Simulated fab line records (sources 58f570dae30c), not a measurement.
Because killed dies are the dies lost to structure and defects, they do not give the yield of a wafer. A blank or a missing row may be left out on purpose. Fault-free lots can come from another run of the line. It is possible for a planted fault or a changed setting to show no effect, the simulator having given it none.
Problem report in the 8D (eight disciplines) form, filled by code -- flow berkeley-cmos170 -- the parts of the form that need people (team, actions taken, sign-off) are left out

## 1. WHAT WENT WRONG
M1_AL_RS at UCB170_M1_RS_MEAS_01 reads a mean of 0.0443 ohm/sq on 1 wafer of 1 lot; wafers without a fault read 0.0486 ohm/sq with a standard deviation of 0.00064. Relative to the usual mean, that is a shift of -6.7 standard deviations.
The step: measures by four-point-probe.
First seen on wafer L996.1, day 10 23:19, on film-metro-01. At this step, 39 wafers from 13 lots have a number in the record. Rule for "out", or "out of limits": more than 4 standard deviations from the usual mean. The other wafers with a number count as sound.

## 2. WHAT THIS IS AND IS NOT
question,is,is not
which readings at this step,M1_AL_RS,-
which lots,L996,"L100, L102, L105, L107, L112, L114, L115, L992, L993, L994, L995, L997"
which wafers of those lots,L996.1,"L996.4, L996.5"
read on which gauges,film-metro-01,"film-metro-03, film-metro-04"
when,from day 10 23:19,"up to then (17 sound wafers); but 21 sound wafers of L100, L102, L105, L107, L112, L114, L115 came after"

## 3. WHAT RULES OUT EACH SUSPECT
Counting: if a tool at a process step up to the reading ran every lot that is out, it stays a suspect. Sound lots after the first of them don't rule it out here, since some wafers of a struck lot are sound.
- the gauge at UCB170_M1_RS_MEAS_01: kept. All the wafers that are out were read on film-metro-01, and no step on other tools shows them out.
- pvd-sputter-02 at UCB170_M1_SPUTTER_00 (material Al, target thk 600 nm, time 80 s): kept. L996, the lot that is out, went through it at day 10 23:16; up to then, the latest sound lot through it was L995 at day 10 03:26.
What counting leaves: pvd-sputter-02 at UCB170_M1_SPUTTER_00 and film-metro-01 at UCB170_M1_RS_MEAS_01.

## 4. THE CAUSE (what the simulator had put in)
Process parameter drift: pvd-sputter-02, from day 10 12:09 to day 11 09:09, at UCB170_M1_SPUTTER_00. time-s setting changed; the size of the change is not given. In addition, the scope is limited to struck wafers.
Counting left 2 suspects, and this tool is among them.

## 5. THE EFFECT CHAIN, in route order
Rows list readings where the struck wafers' mean (over those with a number) sits beyond 3 standard deviations from the usual. Readings are gone through only where the record gives a usual standard deviation; hours: the median, over the lots, of the time from a lot's start at the first step in this table giving one to that lot's start at this step; sigmas: the change measured in usual standard deviations.
hours,step,reading,usual,on struck wafers,change,sigmas
0,UCB170_M1_RS_MEAS_01,M1_AL_RS,0.0486 ohm/sq,0.0443,-0.0043,-6.7
0,UCB170_M1_THK_MEAS_02,M1_AL_THK,604 nm,657,+53,+6.8

## 6. HOW IT WOULD HAVE BEEN CAUGHT EARLIER
Counted from the fault's start at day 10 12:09, it took 11 hours until the first out-of-limits reading at a measuring or inspecting step in this record, taken at day 10 23:19.
An alarm limit of 4 standard deviations would not have fired on the tool readings at UCB170_M1_SPUTTER_00 for which the record gives a usual standard deviation, since none of them was out on any struck wafer.
The start of UCB170_M1_SPUTTER_00 on pvd-sputter-02 came by day 10 23:19 for every one of the lots that are out (1). Tool hold at that time: it would have spared none of them.
